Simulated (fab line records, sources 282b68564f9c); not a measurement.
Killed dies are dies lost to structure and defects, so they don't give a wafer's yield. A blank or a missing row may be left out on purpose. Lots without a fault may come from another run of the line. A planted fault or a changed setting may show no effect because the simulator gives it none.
fab line records | flow rit_cmos
record lots=6 wafers=18 last_day=7
route steps=202 shown NSD@141 PSD@142 SDANNEAL@153 M1@202
lots that met no fault: from a run of the same line without faults
start_h: hours from the record's first day to the start of the lot's first wafer shown | wait_h: hours since the lot's step before | " the same as in the row above | L1.1+2: a row that stands for several wafers | - no value, or no start given | * or withheld: withheld | < > ~ a bound
route shown NAME@n: a module of which the file shows steps, and the number in the route of the first | usual: mean/standard deviation of fault-free wafers | same: alike in all rows | chamber/n: place in a boat | sites: the reading at each site | _std_site: their standard deviation | _edge_site: outer sites' mean less inner sites' | radius_mm: how far each site lies from the wafer's centre | mask NAME#n: copy n | behind: the tool/chamber that last shaped the wafer | hold: why the lot was held/for how many hours/how that ended | device: the transistor (n, p or np) that didn't switch | end of line: the same wafers' tests at the end of the route | a step without rows: its recipe alone | killed: dies lost to structure and defects at the first sort, not the wafer's yield | map: a wafer's dies, x killed, . not, _ none there
set.NAME: the setting as run; set.NAME@STEP: as run at that earlier step | model.NAME: the simulator's own value behind a step, which no gauge read
lots at some steps of the route; a table a step, a row a wafer
services: from which hour (start_h, from the record's first day; less than 0 if before it) a tool's chamber was out of use, for how many hours, and why
## steps
# step RIT_NSD_TW_MEAS_10
# usual NSD_TW=3166/20
# columns lot.wafer tool chamber start_h wait_h NSD_TW
L470.1 film_metro-04 - 68.16 0.1 3187
L470.3 " - " " 3190
L470.4 " - " " 3179
L473.3 film_metro-04 - 87.79 0.1 3200
L473.4 " - " " 3184
L473.6 " - " " 3167
L474.1 film_metro-03 - 89.52 0.1 3140
L474.3 " - " " 3139
L474.4 " - " " 3141
L477.2 film_metro-02 - 104.38 0.1 3178
L477.3 " - " " 3171
L477.5 " - " " 3179
L484.3 film_metro-02 - 142.72 0.1 3170
L484.4 " - " " 3178
L484.5 " - " " 3173
L488.1 film_metro-03 - 158.49 0.1 3148
L488.5 " - " " 3156
L488.6 " - " " 3152
# step RIT_PSD_HMDS_00
# recipe prime_time_s=60 prime_temp_c=140
# step RIT_PSD_COAT_01
# recipe resist=NOVOLAK spin_rpm=3250 resist_thk_nm=1000
# step RIT_PSD_SOFTBAKE_02
# recipe resist=NOVOLAK temp_c=90 time_s=60
# step RIT_PSD_EXPOSE_03
# recipe mask_id=M10 na=0.57 target_cd_nm=40900 dose_mj=250
# step RIT_PSD_PEB_04
# recipe resist=NOVOLAK temp_c=withheld time_s=withheld
# step RIT_PSD_DEVELOP_05
# recipe resist=NOVOLAK develop_time_s=50 dev_temp_c=23
# step RIT_PSD_OVL_MEAS_06
# usual PSD_OVL=-0.4/1.4
# columns lot.wafer tool chamber start_h wait_h PSD_OVL[nm]
L470.1 overlay-02 - 69.28 - 0.6
L470.3 " - " " -1.2
L470.4 " - " " 0.3
L473.3 overlay-01 - 88.82 - -2.4
L473.4 " - " " -1.4
L473.6 " - " " -1.5
L474.1 overlay-01 - 90.43 - -2.9
L474.3 " - " " -2.9
L474.4 " - " " -1.2
L477.2 overlay-02 - 105.31 - -0.5
L477.3 " - " " 2.6
L477.5 " - " " 0.7
L484.3 overlay-01 - 143.75 - 1.7
L484.4 " - " " -0.3
L484.5 " - " " 0.1
L488.1 overlay-02 - 159.40 - -1.7
L488.5 " - " " 1.6
L488.6 " - " " 0.9
# step RIT_PSD_HARDBAKE_07
# recipe resist=NOVOLAK temp_c=140 time_s=60
# step RIT_PSD_IMPLANT_08
# recipe species=BF2 energy_kev=27.4 dose_cm2=5e+15 tilt_deg=7
# step RIT_PSD_STRIP_09
# recipe chemistry=O2 time_s=180 resist=NOVOLAK platen_temp_c=withheld power_w=500 pressure_mtorr=4000 o2_flow_sccm=4000
# usual drypump_motor_current_A=5.9/0.66
# columns lot.wafer tool chamber start_h wait_h drypump_motor_current_A rf_hours_counter_h
L470.1 plasma_asher-04 0 69.62 0.1 6.3 46
L470.3 " 1 " " 5.2 -
L470.4 " 0 " " 6.3 -
L473.3 plasma_asher-04 0 89.20 0.1 6.3 -
L473.4 " 1 " " 5.2 -
L473.6 " 0 " " 6.3 -
L474.1 plasma_asher-03 1 90.77 0.1 4.9 43
L474.3 " 1 " " 4.9 -
L474.4 " 0 " " 6.2 -
L477.2 plasma_asher-04 0 105.64 0.1 6.3 49
L477.3 " 1 " " 5.2 -
L477.5 " 1 " " 5.2 -
L484.3 plasma_asher-01 1 144.13 0.1 5.6 -
L484.4 " 0 " " 6.8 -
L484.5 " 1 " " 5.6 -
L488.1 plasma_asher-01 1 159.73 0.1 5.6 52
L488.5 " 0 " " 6.8 -
L488.6 " 1 " " 5.6 -
# step RIT_PSD_TW_MEAS_10
# usual PSD_TW=3494/21
# columns lot.wafer tool chamber start_h wait_h PSD_TW
L470.1 film_metro-03 - 69.79 0.1 3467
L470.3 " - " " 3476
L470.4 " - " " 3460
L473.3 film_metro-04 - 89.34 0.1 3521
L473.4 " - " " 3525
L473.6 " - " " 3531
L474.1 film_metro-03 - 90.94 0.1 3474
L474.3 " - " " 3488
L474.4 " - " " 3477
L477.2 film_metro-02 - 105.82 0.1 3485
L477.3 " - " " 3515
L477.5 " - " " 3478
L484.3 film_metro-02 - 144.26 0.1 3491
L484.4 " - " " 3496
L484.5 " - " " 3497
L488.1 film_metro-02 - 159.91 0.1 3479
L488.5 " - " " 3508
L488.6 " - " " 3505
# step RIT_SDANNEAL_CLEAN_00
# recipe chemistry=SC1 mix=3:3:50 time_s=600 temp_c=75
# usual run_length_s=628/3.1
# columns lot.wafer tool chamber start_h wait_h run_length_s
L470.1 wet_bench-02 3 69.85 0.1 625
L470.3 " 3 " " 625
L470.4 " 3 " " 625
L473.3 wet_bench-04 3 89.38 0.0 633
L473.4 " 3 " " 633
L473.6 " 3 " " 633
L474.1 wet_bench-02 2 91.00 0.1 566
L474.3 " 2 " " 566
L474.4 " 2 " " 566
L477.2 wet_bench-02 1 105.87 0.0 565
L477.3 " 1 " " 565
L477.5 " 1 " " 565
L484.3 wet_bench-01 0 144.30 0.0 626
L484.4 " 0 " " 626
L484.5 " 0 " " 626
L488.1 wet_bench-02 2 159.97 0.1 626
L488.5 " 2 " " 626
L488.6 " 2 " " 626
# step RIT_SDANNEAL_CLEAN_01
# recipe chemistry=dHF dilution=50:1 time_s=30
# step RIT_M1_PROBE_99
# usual killed_at_M0_to_M3=0.1/0.34 killed_at_front_end=7/3.1 killed_dies=7/3.1 killed_open=3.5/1.9 killed_short=3.4/2.1
# same gross_dies=264 killed_at_M4_up=0 killed_at_back_side=0 killed_at_contacts=0 killed_at_other=0
# columns lot.wafer tool chamber start_h wait_h killed_at_M0_to_M3 killed_at_front_end killed_dies killed_open killed_short
L470.1 prober-02 - 77.96 0.1 0 7 7 3 4
L470.3 prober-02 - 78.06 0.2 0 12 12 4 8
L470.4 prober-02 - 78.11 0.2 0 13 13 7 6
L473.3 prober-01 - 98.95 0.2 0 5 5 2 3
L473.4 prober-01 - 99.00 0.2 0 5 5 2 3
L473.6 prober-01 - 99.10 0.2 0 14 14 5 9
L474.1 prober-02 - 100.35 0.1 1 8 9 2 7
L474.3 prober-02 - 100.45 0.2 0 5 5 3 2
L474.4 prober-02 - 100.50 0.2 0 9 9 6 3
L477.2 prober-01 - 114.91 0.1 0 3 3 2 1
L477.3 prober-01 - 114.96 0.2 0 6 6 3 3
L477.5 prober-01 - 115.06 0.2 0 5 5 3 2
L484.3 prober-02 - 152.67 0.2 0 4 4 3 1
L484.4 prober-02 - 152.72 0.2 0 4 4 2 2
L484.5 prober-02 - 152.77 0.2 0 7 7 4 3
L488.1 prober-02 - 168.31 0.1 1 7 8 5 3
L488.5 prober-02 - 168.51 0.2 0 4 4 3 1
L488.6 prober-02 - 168.56 0.2 0 7 7 4 3
# killed by level:class
L470.1 FOX2:geometric_particle:open=2 FOX1:geometric_particle:short=1 FOX2:geometric_particle:short=1 GATE:geometric_particle:open=1 GATE:geometric_particle:short=1 SPACER:geometric_particle:short=1
L470.3 FOX2:geometric_particle:short=2 SPACER:geometric_particle:open=2 SPACER:geometric_particle:short=2 SILICIDE:geometric_particle:short=2 FOX1:geometric_particle:short=1 FOX2:geometric_particle:open=1 GATE:geometric_particle:short=1 SILICIDE:geometric_particle:open=1
L470.4 FOX2:geometric_particle:open=3 GATE:geometric_particle:open=3 FOX2:geometric_particle:short=2 GATE:geometric_particle:short=2 FOX1:geometric_particle:short=1 FOX1:geometric_particle:open=1 REOX:geometric_particle:short=1
L473.3 SPACER:geometric_particle:short=2 FOX2:geometric_particle:short=1 GATE:geometric_particle:open=1 SILICIDE:geometric_particle:open=1
L473.4 SILICIDE:geometric_particle:short=2 FOX2:geometric_particle:short=1 REOX:geometric_particle:open=1 SILICIDE:geometric_particle:open=1
L473.6 GATE:geometric_particle:short=3 FOX2:geometric_particle:short=2 GATE:geometric_particle:open=2 SILICIDE:geometric_particle:short=2 FOX1:geometric_particle:open=1 REOX:geometric_particle:short=1 SPACER:geometric_particle:open=1 SPACER:geometric_particle:short=1
L474.1 SILICIDE:geometric_particle:short=3 FOX1:geometric_particle:short=2 GATE:geometric_particle:short=2 SILICIDE:geometric_particle:open=1 M1:geometric_particle:open=1
L474.3 GATE:geometric_particle:open=2 FOX1:geometric_particle:short=1 REOX:geometric_particle:open=1 SILICIDE:geometric_particle:short=1
L474.4 REOX:geometric_particle:open=3 FOX1:geometric_particle:short=2 FOX1:geometric_particle:open=1 GATE:geometric_particle:open=1 GATE:geometric_particle:short=1 SILICIDE:geometric_particle:open=1
L477.2 GATE:geometric_particle:open=1 REOX:geometric_particle:open=1 SILICIDE:geometric_particle:short=1
L477.3 REOX:geometric_particle:open=2 FOX1:geometric_particle:short=1 FOX1:geometric_particle:open=1 REOX:geometric_particle:short=1 SILICIDE:geometric_particle:short=1
L477.5 GATE:geometric_particle:open=1 GATE:geometric_particle:short=1 REOX:geometric_particle:short=1 SPACER:geometric_particle:open=1 SILICIDE:geometric_particle:open=1
L484.3 FOX1:geometric_particle:open=1 GATE:geometric_particle:open=1 REOX:geometric_particle:open=1 SILICIDE:geometric_particle:short=1
L484.4 FOX2:geometric_particle:open=2 FOX1:geometric_particle:short=1 GATE:geometric_particle:short=1
L484.5 GATE:geometric_particle:open=2 SILICIDE:geometric_particle:open=2 FOX1:geometric_particle:short=1 GATE:geometric_particle:short=1 SPACER:geometric_particle:short=1
L488.1 SPACER:geometric_particle:open=4 FOX2:geometric_particle:open=1 FOX2:geometric_particle:short=1 GATE:geometric_particle:short=1 M1:geometric_particle:short=1
L488.5 GATE:geometric_particle:short=1 REOX:geometric_particle:open=1 SPACER:geometric_particle:open=1 SILICIDE:geometric_particle:open=1
L488.6 GATE:geometric_particle:short=2 GATE:geometric_particle:open=2 FOX1:geometric_particle:short=1 FOX1:geometric_particle:open=1 REOX:geometric_particle:open=1
## services
# columns tool chamber start_h hours kind
plasma_asher-01 - 59.59 11.9 repair
wet_bench-01 - 74.24 1.2 repair
plasma_asher-04 - 101.70 3.8 repair
plasma_asher-04 - 108.75 9.0 pm
plasma_asher-04 0 108.75 9.0 vent_cycle
plasma_asher-04 1 108.75 9.0 vent_cycle
plasma_asher-04 0 117.75 - clean
plasma_asher-04 1 117.75 - clean
## key
first_sign step=RIT_SDANNEAL_CLEAN_00 reading=run_length_s direction=down sigmas=20 usual=* struck=*
effect none on later readings
met_at RIT_SDANNEAL_CLEAN_00
struck_wafers L474.1,L474.3,L474.4,L477.2,L477.3,L477.5
tester_left_out L474,L477
onset_between 69.85 91.00
fault kind=process_parameter_drift tool=wet_bench-02 chamber=- onset_h=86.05 steps=RIT_SDANNEAL_CLEAN_00 channel=time_s offset=* shape=step end_h=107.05 acts_in=* stated=*
# tester_left_out: of these lots the tester's yield and bins aren't shown, on N5 and GAA mostly nor the transistor test; their killed dies are dies lost to structure and defects alone, not to doping, threshold or leakage, so they don't give the yield
